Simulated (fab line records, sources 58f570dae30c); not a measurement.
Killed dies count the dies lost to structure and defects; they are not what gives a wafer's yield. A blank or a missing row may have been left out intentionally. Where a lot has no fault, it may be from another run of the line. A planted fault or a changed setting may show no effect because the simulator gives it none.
Which of the tools did it? :: flow berkeley_cmos170 :: 7 lots, 21 wafers sampled, at 2 steps of a route of 331

WHAT EACH GAUGE READ, for each wafer
UCB170_M1_OVL_MEAS_10.
lot: L140
measured: day 9 03:41
on: overlay-01
M1_OVL (nm): -3 -8 2

lot: L145
measured: day 9 20:51
on: overlay-01
M1_OVL (nm): -7 -7 -6

lot: L149
measured: day 10 19:21
on: overlay-02
M1_OVL (nm): -7 -3 5

lot: L156
measured: day 12 09:29
on: overlay-02
M1_OVL (nm): -2 2 0

lot: L158
measured: day 12 09:47
on: overlay-02
M1_OVL (nm): -6 -6 -2

lot: L161
measured: day 12 13:59
on: overlay-02
M1_OVL (nm): -18 -3 -7

lot: L162
measured: day 13 10:43
on: overlay-01
M1_OVL (nm): 5 0 -2

EACH LOT AND THE TOOL THAT RAN IT (in order: tool; ch and the chambers of the sampled wafers; start)
lot: L140
UCB170_CONTACT_STRIP_06: plasma_asher-01 ch 0,1, day 8 22:55

lot: L145
UCB170_CONTACT_STRIP_06: plasma_asher-04 ch 0,1, day 9 17:02

lot: L149
UCB170_CONTACT_STRIP_06: plasma_asher-01 ch 0,1, day 10 14:53

lot: L156
UCB170_CONTACT_STRIP_06: plasma_asher-04 ch 0,1, day 12 04:13

lot: L158
UCB170_CONTACT_STRIP_06: plasma_asher-02 ch 0,1, day 12 04:19

lot: L161
UCB170_CONTACT_STRIP_06: plasma_asher-04 ch 0,1, day 12 10:32

lot: L162
UCB170_CONTACT_STRIP_06: plasma_asher-02 ch 0,1, day 13 06:05
- UCB170_CONTACT_STRIP_06: strips in O2.

THE ANSWER, worked out from the rows above alone
Rule: the lots themselves supply what counts as usual. Put in order of their means at a reading, lots are off if they are a third of the lots or fewer, leave a main group of 4 or more, and stand apart from it by a gap of 3 or more times the standard deviation of the main group's means; of several such gaps the widest counts. A main group whose means are all the same, to the digits that the tables above print for the reading, isn't used. A lot without any number at a reading at which 4 lots or more have one is off too. Where the step has rows for the other lots, those lots are counted as sound.
Across all readings shown, no lot is off: no conclusion can be drawn from this.

WHAT THE SIMULATOR PUT IN
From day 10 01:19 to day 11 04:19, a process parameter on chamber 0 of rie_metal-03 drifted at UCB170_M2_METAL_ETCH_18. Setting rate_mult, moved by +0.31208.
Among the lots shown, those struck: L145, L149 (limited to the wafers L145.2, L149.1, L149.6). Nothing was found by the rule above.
